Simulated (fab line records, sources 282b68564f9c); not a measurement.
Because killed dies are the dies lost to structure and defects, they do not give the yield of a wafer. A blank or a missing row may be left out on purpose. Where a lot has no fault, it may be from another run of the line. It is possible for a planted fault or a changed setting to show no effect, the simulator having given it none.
Tool commonality check :: flow rit cmos :: 14 lots, 42 wafers sampled

== REASON FOR OPENING ==
At RIT_SDANNEAL_RS_MEAS_04 the reading PSD_RS is flagged on 2 of 14 lots. Fault-free wafers read 115.95 ohm/sq, with a standard deviation of 0.26.
Rule: flag the lot when none of its wafers has a number, or when each of its wafers that has one lies beyond 4 standard deviations from that mean. The rest of the lots are taken to be sound.

lot: L239
measured: day 3 07:05
on: film metro-01
PSD_RS (ohm/sq), wafer by wafer: 115.99 116.00 115.90
flag: 

lot: L240
measured: day 3 13:08
on: film metro-03
PSD_RS (ohm/sq), wafer by wafer: 116.05 115.82 115.73
flag: 

lot: L241
measured: day 3 17:52
on: film metro-01
PSD_RS (ohm/sq), wafer by wafer: 116.09 116.12 116.78
flag: 

lot: L242
measured: day 4 00:26
on: film metro-03
PSD_RS (ohm/sq), wafer by wafer: 116.01 115.76 116.40
flag: 

lot: L243
measured: day 4 03:16
on: film metro-01
PSD_RS (ohm/sq), wafer by wafer: 115.66 115.57 115.74
flag: 

lot: L244
measured: day 4 07:33
on: film metro-01
PSD_RS (ohm/sq), wafer by wafer: 116.78 116.08 116.11
flag: 

lot: L246
measured: day 4 17:55
on: film metro-03
PSD_RS (ohm/sq), wafer by wafer: 116.34 115.93 115.77
flag: 

lot: L247
measured: day 4 22:02
on: film metro-01
PSD_RS (ohm/sq), wafer by wafer: 122.07 121.66 121.66
flag: FLAGGED

lot: L249
measured: day 5 10:43
on: film metro-02
PSD_RS (ohm/sq), wafer by wafer: 121.42 121.77 121.77
flag: FLAGGED

lot: L252
measured: day 6 01:26
on: film metro-03
PSD_RS (ohm/sq), wafer by wafer: 115.92 116.20 115.85
flag: 

lot: L254
measured: day 6 11:35
on: film metro-02
PSD_RS (ohm/sq), wafer by wafer: 116.11 116.05 115.82
flag: 

lot: L257
measured: day 7 02:01
on: film metro-02
PSD_RS (ohm/sq), wafer by wafer: 116.12 115.86 116.05
flag: 

lot: L259
measured: day 7 14:23
on: film metro-02
PSD_RS (ohm/sq), wafer by wafer: 115.75 115.70 116.18
flag: 

lot: L261
measured: day 8 03:22
on: film metro-01
PSD_RS (ohm/sq), wafer by wafer: 116.16 115.72 115.97
flag: 
The numbers of the flagged lots are 121.72 ohm/sq on average: +5.77 ohm/sq against the usual, or +22 standard deviations.

== WHICH TOOL EACH LOT WENT THROUGH ==
2 process steps preceding the reading are held in the record, out of 202 steps in the route. Read each cell as the tool, then ch plus the chambers that the sampled wafers visited, then the start.
lot: L239
flag: 
RIT_PSD_STRIP_09: plasma asher-01 ch 0,1, day 3 06:01
RIT_SDANNEAL_RTA_03: rtp anneal-01 ch 0, day 3 07:02

lot: L240
flag: 
RIT_PSD_STRIP_09: plasma asher-04 ch 0,1, day 3 12:04
RIT_SDANNEAL_RTA_03: rtp anneal-02 ch 0, day 3 13:04

lot: L241
flag: 
RIT_PSD_STRIP_09: plasma asher-02 ch 0,1, day 3 17:11
RIT_SDANNEAL_RTA_03: rtp anneal-01 ch 0, day 3 17:49

lot: L242
flag: 
RIT_PSD_STRIP_09: plasma asher-02 ch 0,1, day 3 23:32
RIT_SDANNEAL_RTA_03: rtp anneal-02 ch 0, day 4 00:23

lot: L243
flag: 
RIT_PSD_STRIP_09: plasma asher-01 ch 0,1, day 4 02:25
RIT_SDANNEAL_RTA_03: rtp anneal-01 ch 0, day 4 03:11

lot: L244
flag: 
RIT_PSD_STRIP_09: plasma asher-01 ch 0,1, day 4 06:52
RIT_SDANNEAL_RTA_03: rtp anneal-02 ch 0, day 4 07:29

lot: L246
flag: 
RIT_PSD_STRIP_09: plasma asher-02 ch 0,1, day 4 17:14
RIT_SDANNEAL_RTA_03: rtp anneal-02 ch 0, day 4 17:51

lot: L247
flag: FLAGGED
RIT_PSD_STRIP_09: plasma asher-02 ch 0, day 4 21:23
RIT_SDANNEAL_RTA_03: rtp anneal-01 ch 0, day 4 21:59

lot: L249
flag: FLAGGED
RIT_PSD_STRIP_09: plasma asher-02 ch 0,1, day 5 10:02
RIT_SDANNEAL_RTA_03: rtp anneal-01 ch 0, day 5 10:40

lot: L252
flag: 
RIT_PSD_STRIP_09: plasma asher-02 ch 0,1, day 6 00:47
RIT_SDANNEAL_RTA_03: rtp anneal-02 ch 0, day 6 01:21

lot: L254
flag: 
RIT_PSD_STRIP_09: plasma asher-02 ch 0,1, day 6 10:55
RIT_SDANNEAL_RTA_03: rtp anneal-02 ch 0, day 6 11:31

lot: L257
flag: 
RIT_PSD_STRIP_09: plasma asher-04 ch 0,1, day 7 01:22
RIT_SDANNEAL_RTA_03: rtp anneal-02 ch 0, day 7 01:58

lot: L259
flag: 
RIT_PSD_STRIP_09: plasma asher-01 ch 1, day 7 13:43
RIT_SDANNEAL_RTA_03: rtp anneal-02 ch 0, day 7 14:20

lot: L261
flag: 
RIT_PSD_STRIP_09: plasma asher-02 ch 0,1, day 8 02:41
RIT_SDANNEAL_RTA_03: rtp anneal-02 ch 0, day 8 03:18
These steps, and what they do:
- RIT_PSD_STRIP_09: strips in O2, time 180 s.
- RIT_SDANNEAL_RTA_03: time 5 s.
- RIT_SDANNEAL_RS_MEAS_04: measures by four-point-probe.

== FLAGGED OVER TOTAL, TOOL BY TOOL (the gauges that took the reading come last) ==
step: RIT_PSD_STRIP_09
tool: plasma asher-01
lots run: 4
flagged: 0
share of the flagged lots: none
sound lots run after its first flagged lot: -

step: RIT_PSD_STRIP_09
tool: plasma asher-02
lots run: 8
flagged: 2
share of the flagged lots: all
sound lots run after its first flagged lot: 3 (L252,L254,L261)

step: RIT_PSD_STRIP_09
tool: plasma asher-04
lots run: 2
flagged: 0
share of the flagged lots: none
sound lots run after its first flagged lot: -

step: RIT_SDANNEAL_RTA_03
tool: rtp anneal-01
lots run: 5
flagged: 2
share of the flagged lots: all
sound lots run after its first flagged lot: 0

step: RIT_SDANNEAL_RTA_03
tool: rtp anneal-02
lots run: 9
flagged: 0
share of the flagged lots: none
sound lots run after its first flagged lot: -

step: RIT_SDANNEAL_RS_MEAS_04
tool: film metro-01
lots run: 6
flagged: 1
share of the flagged lots: some
sound lots run after its first flagged lot: 1 (L261)

step: RIT_SDANNEAL_RS_MEAS_04
tool: film metro-02
lots run: 4
flagged: 1
share of the flagged lots: some
sound lots run after its first flagged lot: 3 (L254,L257,L259)

step: RIT_SDANNEAL_RS_MEAS_04
tool: film metro-03
lots run: 4
flagged: 0
share of the flagged lots: none
sound lots run after its first flagged lot: -

== WHAT THE TABLE ALLOWS ==
2 rows of the table ran every flagged lot: plasma asher-02 at RIT_PSD_STRIP_09, rtp anneal-01 at RIT_SDANNEAL_RTA_03.
- plasma asher-02 at RIT_PSD_STRIP_09: 2 of its 8 lots flagged. After the first flagged lot (L252, L254, L261), sound lots still ran on it; a lasting fault on the whole tool would not permit that.
- rtp anneal-01 at RIT_SDANNEAL_RTA_03: 2 of its 5 lots flagged. A fault beginning between L243 (day 4 03:11), its last sound lot, and L247 (day 4 21:59), its first flagged one, fits the data. Its own readings (wafer_temp_C_max) fall more than 4 standard deviations out on all wafers of the flagged lots.
What remains is a single tool, rtp anneal-01 at RIT_SDANNEAL_RTA_03.

== WHAT HAD BEEN PUT IN BY THE SIMULATOR ==
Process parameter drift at RIT_SDANNEAL_RTA_03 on rtp anneal-01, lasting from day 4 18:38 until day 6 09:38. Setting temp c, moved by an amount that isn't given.
Lots struck among those shown: L247, L249. This agrees with what the rule above found.
